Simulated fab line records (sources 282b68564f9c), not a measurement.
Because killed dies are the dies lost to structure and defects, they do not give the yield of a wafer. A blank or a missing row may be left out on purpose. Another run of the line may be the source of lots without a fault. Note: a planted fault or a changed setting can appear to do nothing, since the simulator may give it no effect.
Check for tools in common | flow rit cmos | Sampled: 15 lots, 45 wafers

## REASON IT WAS OPENED
Of 15 lots, 3 have the reading PWELL_TW flagged at RIT_PWELL_TW_MEAS_10. Fault-free wafers read 951, with a standard deviation of 7.4.
Rule: flag the lot when none of its wafers has a number, or when each of its wafers that has one lies beyond 4 standard deviations from that mean. All remaining lots are regarded as sound.

lot  | measured    | on            | PWELL_TW, wafer by wafer | flag
L501 | day 2 00:03 | film metro-03 | 958 959 957              |
L502 | day 2 04:55 | film metro-03 | 952 948 952              |
L503 | day 2 10:01 | film metro-04 | 966 963 963              |
L504 | day 2 14:25 | film metro-04 | 960 965 956              |
L510 | day 3 20:08 | film metro-04 | 964 962 965              |
L511 | day 4 05:24 | film metro-01 | 30 30 30                 | FLAGGED
L512 | day 4 09:05 | film metro-01 | 30 30 30                 | FLAGGED
L513 | day 4 13:59 | film metro-04 | 30 30 30                 | FLAGGED
L516 | day 5 02:39 | film metro-01 | 942 946 943              |
L519 | day 5 21:43 | film metro-04 | 956 953 960              |
L520 | day 5 23:34 | film metro-04 | 954 954 955              |
L521 | day 6 03:02 | film metro-01 | 943 949 942              |
L522 | day 6 13:23 | film metro-03 | 951 950 953              |
L523 | day 6 17:50 | film metro-04 | 954 955 957              |
L524 | day 6 18:41 | film metro-01 | 951 948 945              |
Flagged lots average 30: -921 relative to the usual, that is -99 or more standard deviations.

## WHICH TOOL EACH LOT WENT THROUGH
The record holds 1 process step before the reading, out of a route of 202 steps. Every cell lists first the tool, next ch and the chambers used by the sampled wafers, and last the start.
lot  | flag    | RIT_NWELL_STRIP_09
L501 |         | plasma asher-03 ch 0,1, day 1 22:02
L502 |         | plasma asher-03 ch 0,1, day 2 03:14
L503 |         | plasma asher-03 ch 0,1, day 2 08:10
L504 |         | plasma asher-01 ch 0,1, day 2 12:44
L510 |         | plasma asher-02 ch 0,1, day 3 18:25
L511 | FLAGGED | plasma asher-01 ch 0,1, day 4 03:20
L512 | FLAGGED | plasma asher-02 ch 0,1, day 4 07:14
L513 | FLAGGED | plasma asher-01 ch 0,1, day 4 12:17
L516 |         | plasma asher-01 ch 0,1, day 5 00:48
L519 |         | plasma asher-01 ch 0,1, day 5 19:53
L520 |         | plasma asher-03 ch 0,1, day 5 21:37
L521 |         | plasma asher-03 ch 0,1, day 6 01:11
L522 |         | plasma asher-01 ch 0,1, day 6 11:39
L523 |         | plasma asher-01 ch 0,1, day 6 15:59
L524 |         | plasma asher-03 ch 0,1, day 6 16:50
What these steps do:
- RIT_NWELL_STRIP_09: strips in O2, time 180 s.
- RIT_PWELL_TW_MEAS_10

## FLAGGED OVER TOTAL, TOOL BY TOOL (the gauges that took the reading come last)
step                 | tool            | lots run | flagged | share of the flagged lots | sound lots run after its first flagged lot
RIT_NWELL_STRIP_09   | plasma asher-01 | 7        | 2       | some                      | 4 (L516,L519,L522,L523)
RIT_NWELL_STRIP_09   | plasma asher-02 | 2        | 1       | some                      | 0
RIT_NWELL_STRIP_09   | plasma asher-03 | 6        | 0       | none                      | -
RIT_PWELL_TW_MEAS_10 | film metro-01   | 5        | 2       | some                      | 3 (L516,L521,L524)
RIT_PWELL_TW_MEAS_10 | film metro-03   | 3        | 0       | none                      | -
RIT_PWELL_TW_MEAS_10 | film metro-04   | 7        | 1       | some                      | 3 (L519,L520,L523)

## WHAT THE TABLE ALLOWS
No row of the table ran every flagged lot.

## WHAT THE SIMULATOR PUT IN
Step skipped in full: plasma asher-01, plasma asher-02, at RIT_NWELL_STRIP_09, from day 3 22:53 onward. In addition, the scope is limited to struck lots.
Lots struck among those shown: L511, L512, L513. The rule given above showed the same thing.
